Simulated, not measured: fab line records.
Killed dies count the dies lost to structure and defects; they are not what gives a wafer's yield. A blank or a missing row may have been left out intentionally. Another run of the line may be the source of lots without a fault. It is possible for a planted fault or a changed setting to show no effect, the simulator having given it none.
Code-filled problem report in 8D (eight disciplines) form :: flow rit cmos :: the parts of the form that need people (team, actions taken, sign-off) are left out

1. THE PROBLEM
Wafers without a fault read 1999.8 rpm, standard deviation 1.5; spin speed rpm at RIT_PRETRO_COAT_01 reads a mean of 2087.8 rpm on 9 wafers belonging to 3 lots. Relative to the usual mean, that is a shift of +59 standard deviations.
The step: resist thk 1300 nm.
The first sign was on wafer L967.1 at day 5 01:56, on litho track-02. At this step, 45 wafers from 15 lots have a number in the record. By rule, "out" or "out of limits" means more than 4 standard deviations away from the usual mean. The other wafers with a number count as sound.

2. WHAT THIS IS AND IS NOT
question: which readings at this step
is: spin speed rpm
is not: -

question: which lots
is: L967, L968, L970
is not: L955, L957, L959, L961, L963, L964, L966, L971, L974, L975, L976, L977

question: which wafers of those lots
is: all that have a number
is not: -

question: read on which tools
is: litho track-02
is not: litho track-01, litho track-03

question: when
is: from day 5 01:56
is not: up to then (21 sound wafers); but 15 sound wafers of L971, L974, L975, L976, L977 came after

3. SUSPECTS, AND WHAT RULES EACH OUT
Counting: any tool at a process step up to the reading is kept as a suspect provided that every lot that is out went through it and no sound lot did after the first of them.
- litho track-02 at RIT_PRETRO_COAT_01 (resist thk 1300 nm): kept. All lots that are out passed through it, beginning with L967 at day 5 01:56, and no sound lot followed; its final sound lot before that point was L963 at day 4 05:01. On those wafers its own readings are out: spin speed rpm.
Left after counting: litho track-02 at RIT_PRETRO_COAT_01.

4. THE CAUSE (what the simulator had put in)
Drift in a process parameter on litho track-02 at RIT_PRETRO_COAT_01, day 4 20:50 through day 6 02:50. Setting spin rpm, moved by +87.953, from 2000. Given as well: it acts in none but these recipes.
This tool alone remained once counting was done.

5. THE CHAIN OF EFFECTS, in route order
One row per reading whose mean, taken over the struck wafers that have a number, lies over 3 standard deviations from the usual. Readings are gone through only where the record gives a usual standard deviation; hours: the median, over the lots, of the time from a lot's start at the first step in this table giving one to that lot's start at this step; sigmas: the change measured in usual standard deviations.
hours: 0
step: RIT_PRETRO_COAT_01
reading: spin speed rpm
usual: 1999.8 rpm
on struck wafers: 2087.8
change: +88.0
sigmas: +59
Process steps it contains:
- RIT_PRETRO_COAT_01: resist thk 1300 nm.

6. HOW IT WOULD HAVE BEEN CAUGHT EARLIER
The fault began at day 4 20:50; the first out-of-limits reading in this record came at day 5 01:56, 5 hours later.
